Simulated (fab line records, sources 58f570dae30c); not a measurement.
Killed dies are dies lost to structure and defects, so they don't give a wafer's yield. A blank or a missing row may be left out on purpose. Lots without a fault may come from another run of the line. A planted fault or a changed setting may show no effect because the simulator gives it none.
Chamber matching | flow berkeley_cmos170 | UCB170_V2_CMP_02 on cmp-02: 4 sister chambers
The step polishes SiO2. 8 wafers are shown with their chamber, then 7 later ones without.

WAFERS WITH THEIR CHAMBER
wafer  | chamber | motor_current_A (A)
L893.1 | 0       | 17.0
L896.4 | 1       | 18.3
L899.6 | 2       | 14.6
L898.1 | 0       | 17.3
L898.3 | 2       | 14.4
L898.6 | 1       | 18.2
L913.3 | 3       | 14.5
L913.5 | 3       | 16.4

WAFERS WITHOUT THEIR CHAMBER
wafer  | motor_current_A (A)
L913.6 | 18.2
L912.3 | 18.3
L912.5 | 15.3
L912.6 | 13.2
L915.1 | 18.3
L915.3 | 16.3
L915.6 | 18.2

WHICH CHAMBER EACH WENT THROUGH
wafer  | from the rows above               | in truth
L913.6 | can't be placed: 1 or 0           | 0
L912.3 | can't be placed: 1 or 0           | 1
L912.5 | can't be placed: 3 or 2           | 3
L912.6 | can't be placed: 2 or 3           | 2
L915.1 | can't be placed: 1 or 0           | 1
L915.3 | can't be placed: 0 or 3 or 2 or 1 | 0
L915.6 | can't be placed: 1 or 0           | 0
Placed correctly: 0 of 7. Can't be placed from these rows: 7 (the true chamber is among the candidates in 7). Placed wrongly: 0.
How it was worked out, from the rows above alone: a wafer's distance from a chamber is the root of the sum, over the readings, of the square of ((its reading less the chamber's mean) divided by the reading's scatter). The wafer belongs to the nearest chamber; if the next one is less than 2 further off, it can't be placed. A chamber's mean is the mean of its shown wafers. The scatter: the root of (the sum of the squares of (reading less its chamber's mean) over the shown wafers, divided by (wafers less chambers)).
